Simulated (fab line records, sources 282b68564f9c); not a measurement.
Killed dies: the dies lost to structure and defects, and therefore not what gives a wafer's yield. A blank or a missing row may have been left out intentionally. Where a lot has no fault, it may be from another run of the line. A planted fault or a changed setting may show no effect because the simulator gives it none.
fab line records    flow rit_cmos
record lots=5  wafers=15  last_day=6
route steps=202 shown GATE@77 FOX2@80
lots that met no fault: from a run of the same line without faults
start_h: the number of hours between the record's first day and the start of the first shown wafer of the lot    wait_h: hours from the lot's prior step to this one    " the same as in the row above    L1.1+2: a row that stands for several wafers    - no value present, or no start provided    * or withheld: withheld    < > ~ a bound
route shown NAME@n: names a module that has steps shown in the file, with the first one's number in the route    usual: mean and standard deviation over wafers with no fault    same: alike in all rows    chamber/n: place in a boat    sites: per-site readings    _std_site: standard deviation across them    _edge_site: outer sites' mean less inner sites'    radius_mm: how far each site lies from the wafer's centre    mask NAME#n: copy n    behind: the last tool/chamber to shape the wafer    hold: cause of the lot's hold/its duration in hours/its outcome    device: transistor that didn't switch, given as n, p or np    end of line: tests of these same wafers at the route's end    where a step has no rows: the recipe by itself    killed: count of dies lost to structure and defects at first sort (not the wafer's yield)    map: per-die view of a wafer (x killed, . not killed, _ where there is no die)
set.NAME: setting as actually run; set.NAME@STEP: the setting as run at that earlier step    model.NAME: the simulator's own value behind a step, which no gauge read
lots at selected steps of the route; one table per step, one row per wafer
services: from which hour (start_h, from the record's first day; less than 0 if before it) a tool's chamber was out of use, for how many hours, and why
## steps
# step RIT_GATE_CLEAN_02
# recipe chemistry=dHF  dilution=50:1  time_s=30
# step RIT_GATE_CLEAN_03
# recipe chemistry=SC2  mix=3:3:50  time_s=600  temp_c=75  dry=n2_spin
# step RIT_GATE_CLEAN_04
# recipe chemistry=dHF  dilution=50:1  time_s=60  dry=n2_spin
# step RIT_FOX2_THK_MEAS_91
# recipe reads=SiO2_of_FOX2_OXIDATION_00
# usual FIELD_OXIDE_LEFT_2_THK=256/5.9
lot.wafer  tool           chamber  start_h  wait_h  FIELD_OXIDE_LEFT_2_THK[nm]
L807.2     film_metro-03  -        32.89    0.0     260
L807.4     "              -        "        "       260
L807.6     "              -        "        "       264
L810.2     film_metro-03  -        50.82    0.0     260
L810.3     "              -        "        "       262
L810.5     "              -        "        "       261
L819.1     film_metro-04  -        91.81    0.0     255
L819.3     "              -        "        "       260
L819.6     "              -        "        "       256
L820.1     film_metro-03  -        97.40    0.0     258
L820.5     "              -        "        "       260
L820.6     "              -        "        "       254
L826.2     film_metro-04  -        127.68   0.0     255
L826.3     "              -        "        "       253
L826.4     "              -        "        "       253
# step RIT_GATE_OXIDATION_05
# recipe temp_c=900  ambient=O2  target_thk_a=30  ox_time_s=270
# step RIT_GATE_ANNEAL_06
# recipe temp_c=900  time_s=600  ambient=N2O
# step RIT_GATE_THK_MEAS_07
# recipe reads=SiO2_of_GATE_OXIDATION_05
# usual GATE_OXIDE_THK=3.00/0.062
lot.wafer  tool           chamber  start_h  wait_h  GATE_OXIDE_THK[nm]
L807.2     film_metro-04  -        35.57    0.0     3.10
L807.4     "              -        "        "       3.04
L807.6     "              -        "        "       3.02
L810.2     film_metro-03  -        53.39    0.0     3.13
L810.3     "              -        "        "       3.04
L810.5     "              -        "        "       3.10
L819.1     film_metro-04  -        93.75    0.0     2.85
L819.3     "              -        "        "       2.98
L819.6     "              -        "        "       2.80
L820.1     film_metro-04  -        98.78    0.0     3.04
L820.5     "              -        "        "       3.00
L820.6     "              -        "        "       2.98
L826.2     film_metro-01  -        129.07   0.0     3.00
L826.3     "              -        "        "       3.11
L826.4     "              -        "        "       3.03
# step RIT_GATE_CVD_08
# recipe material=poly-Si  target_thk_nm=250  temp_c=610  precursor=SiH4  time_s=2220  pressure_mtorr=300  sih4_flow_sccm=100
# step RIT_GATE_THK_MEAS_09
# recipe reads=poly-Si_of_GATE_CVD_08
# usual GATE_POLY_THK=249.5/2.3
lot.wafer  tool           chamber  start_h  wait_h  GATE_POLY_THK[nm]
L807.2     film_metro-04  -        37.25    0.0     246.8
L807.4     "              -        "        "       246.7
L807.6     "              -        "        "       244.4
L810.2     film_metro-04  -        55.06    0.0     248.8
L810.3     "              -        "        "       245.4
L810.5     "              -        "        "       246.0
L819.1     film_metro-01  -        97.44    0.0     252.3
L819.3     "              -        "        "       254.2
L819.6     "              -        "        "       251.1
L820.1     film_metro-03  -        101.27   0.0     250.9
L820.5     "              -        "        "       253.2
L820.6     "              -        "        "       250.8
L826.2     film_metro-03  -        130.74   0.0     249.5
L826.3     "              -        "        "       250.1
L826.4     "              -        "        "       247.6
# step RIT_GATE_HMDS_10
# recipe prime_time_s=60  prime_temp_c=140
# step RIT_GATE_COAT_11
# recipe resist=NOVOLAK  spin_rpm=4250  resist_thk_nm=850
# step RIT_GATE_SOFTBAKE_12
# recipe resist=NOVOLAK  temp_c=90  time_s=60
# step RIT_GATE_EXPOSE_13
# recipe mask_id=M6  na=0.6  source_shape=conventional  sigma_outer=0.6  target_cd_nm=150  dose_mj=380
lot.wafer   tool              chamber  start_h  wait_h  mask
L807.2+4+6  iline_stepper-02  0        37.77    0.1     M6#0
L810.2+3+5  iline_stepper-01  0        55.58    0.1     M6_R1#0
L819.1+3+6  iline_stepper-01  0        98.03    0.2     M6#0
L820.1+5+6  iline_stepper-01  0        101.78   0.1     M6#0
L826.2+3+4  iline_stepper-01  0        131.26   0.1     M6#0
# step RIT_GATE_PEB_14
# recipe resist=NOVOLAK  temp_c=withheld  time_s=withheld
# step RIT_GATE_DEVELOP_15
# recipe resist=NOVOLAK  develop_time_s=50  dev_temp_c=23
# step RIT_GATE_CD_MEAS_16
# recipe target_cd_nm=150
# usual cd_nm=150.0/1.9
lot.wafer  tool       chamber  start_h  wait_h  cd_nm
L807.2     cd_sem-01  -        38.17    -       148.9
L807.4     "          -        "        "       151.1
L807.6     "          -        "        "       149.0
L810.2     cd_sem-01  -        56.15    -       197.3
L810.3     "          -        "        "       195.3
L810.5     "          -        "        "       195.7
L819.1     cd_sem-02  -        98.43    -       149.6
L819.3     "          -        "        "       147.0
L819.6     "          -        "        "       145.1
L820.1     cd_sem-01  -        102.21   -       151.0
L820.5     "          -        "        "       151.1
L820.6     "          -        "        "       151.1
L826.2     cd_sem-02  -        131.79   -       147.7
L826.3     "          -        "        "       149.3
L826.4     "          -        "        "       148.7
# step RIT_GATE_OVL_MEAS_17
# usual GATE_OVL=-0.9/1.4
lot.wafer  tool        chamber  start_h  wait_h  GATE_OVL[nm]
L807.2     overlay-01  -        38.27    0.1     -0.5
L807.4     "           -        "        "       0.1
L807.6     "           -        "        "       0.4
L810.2     overlay-02  -        56.25    0.1     -2.4
L810.3     "           -        "        "       -0.8
L810.5     "           -        "        "       -2.6
L819.1     overlay-01  -        98.55    0.1     -0.2
L819.3     "           -        "        "       0.9
L819.6     "           -        "        "       0.6
L820.1     overlay-01  -        102.33   0.1     -0.1
L820.5     "           -        "        "       0.2
L820.6     "           -        "        "       -0.9
L826.2     overlay-01  -        131.90   0.1     0.4
L826.3     "           -        "        "       -0.1
L826.4     "           -        "        "       -0.7
# step RIT_GATE_HARDBAKE_18
# recipe resist=NOVOLAK  temp_c=140  time_s=60
# step RIT_GATE_ETCH_19
# recipe chemistry=SF6/CHF3/O2  time_s=165  SF6_flow_sccm=30  CHF3_flow_sccm=30  O2_flow_sccm=5  target=poly-Si  pressure_mtorr=40  rf_w=160  target_depth_a=3125  over_etch_frac=0.25  stop_on=SiO2
# usual O2_flow_sccm=5.001/0.015  drypump_motor_current_A=5.8/0.53  oes_product_au=0.850/0.015  throttle_valve_pct=10.19/0.16
lot.wafer  tool       chamber  start_h  wait_h  O2_flow_sccm  drypump_motor_current_A  oes_product_au  rf_hours_counter_h  throttle_valve_pct  model.GATE.cd_nm
L807.2     rie_si-01  3        38.45    0.1     4.996         5.1                      0.832           120                 10.07               149.2
L807.4     "          0        "        "       4.980         6.4                      0.834           42                  10.26               151.2
L807.6     "          0        "        "       5.012         6.4                      0.843           -                   10.25               148.8
L810.2     rie_si-02  1        56.52    0.1     5.002         6.0                      0.861           1                   9.92                197.3
L810.3     "          0        "        "       5.005         5.1                      0.838           2                   10.21               195.1
L810.5     "          1        "        "       4.982         6.0                      0.865           -                   9.92                196
L819.1     rie_si-01  3        98.74    0.1     5.006         5.0                      0.844           121                 10.10               149.3
L819.3     "          1        "        "       4.990         6.1                      0.869           2                   10.45               147.1
L819.6     "          2        "        "       4.976         5.3                      0.865           -                   10.27               145.3
L820.1     rie_si-02  2        102.52   0.1     5.021         6.3                      0.860           35                  10.04               150.5
L820.5     "          0        "        "       5.001         5.1                      0.863           -                   10.21               151
L820.6     "          3        "        "       4.999         6.1                      0.827           -                   10.34               150.7
L826.2     rie_si-02  1        132.08   0.1     4.992         6.0                      0.869           2                   9.91                147.5
L826.3     "          3        "        "       4.996         6.1                      0.825           94                  10.33               149.7
L826.4     "          0        "        "       4.985         5.1                      0.846           3                   10.21               148.6
# step RIT_GATE_STRIP_20
# recipe chemistry=O2  time_s=180  resist=NOVOLAK  platen_temp_c=withheld  power_w=500  pressure_mtorr=4000  o2_flow_sccm=4000
# usual drypump_motor_current_A=5.6/0.45  rf_refl_power_W=6.5/1.4
lot.wafer  tool             chamber  start_h  wait_h  drypump_motor_current_A  rf_hours_counter_h  rf_refl_power_W
L807.2     plasma_asher-04  0        38.56    0.1     5.9                      38                  7.7
L807.4     "                0        "        "       6.0                      -                   7.4
L807.6     "                1        "        "       5.7                      -                   7.0
L810.2     plasma_asher-04  0        56.63    0.1     5.9                      40                  7.7
L810.3     "                0        "        "       5.9                      -                   8.0
L810.5     "                1        "        "       5.6                      -                   7.3
L819.1     plasma_asher-04  0        98.84    0.1     5.9                      44                  7.9
L819.3     "                1        "        "       5.7                      -                   7.3
L819.6     "                1        "        "       5.7                      -                   7.1
L820.1     plasma_asher-04  0        102.62   0.1     5.9                      44                  7.9
L820.5     "                0        "        "       5.9                      -                   7.7
L820.6     "                1        "        "       5.7                      -                   6.7
L826.2     plasma_asher-04  0        132.19   0.1     5.9                      1                   7.3
L826.3     "                0        "        "       5.9                      -                   7.8
L826.4     "                1        "        "       5.7                      -                   7.0
## services
tool              chamber  start_h  hours  kind
iline_stepper-02  -        52.03    1.8    repair
rie_si-01         -        83.80    2.8    pm
iline_stepper-02  -        96.84    5.0    repair
rie_si-01         -        100.07   0.5    repair
rie_si-01         -        105.78   0.1    repair
plasma_asher-04   -        108.75   9.0    pm
plasma_asher-04   0        108.75   9.0    vent_cycle
plasma_asher-04   1        108.75   9.0    vent_cycle
iline_stepper-02  -        117.01   1.7    pm
plasma_asher-04   0        117.75   -      clean
plasma_asher-04   1        117.75   -      clean
iline_stepper-02  -        132.21   2.2    repair
## key
first_sign step=RIT_GATE_EXPOSE_13  reading=mask  direction=changed
effect step=RIT_GATE_CD_MEAS_16  reading=cd_nm  direction=up  sigmas=25  usual=150.0  struck=196.1
model_effect step=RIT_GATE_ETCH_19  value=GATE.cd_nm  without=151.1  struck=196.1
met_at RIT_GATE_EXPOSE_13
struck_wafers L810.2,L810.3,L810.5
later_rows_left_out L810.2,L810.3,L810.5
sort_left_out L810.2,L810.3,L810.5
tester_left_out L810
fault kind=wrong_mask  tool=any  chamber=-  onset_h=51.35  steps=RIT_GATE_EXPOSE_13  aux_copy=M6_R1#0  cd_offset_nm=45  scope=struck_lots_only
# tester_left_out: of these lots the tester's yield and bins aren't shown, on N5 and GAA mostly nor the transistor test; their killed dies are dies lost to structure and defects alone, not to doping, threshold or leakage, so they don't give the yield
# sort_left_out: the simulated sort isn't trusted on such a fault, so these wafers' sort isn't shown, and their yield isn't known
# later_rows_left_out: the simulator's readings of these wafers behind a module that went badly wrong aren't trusted and aren't shown, but for the sort
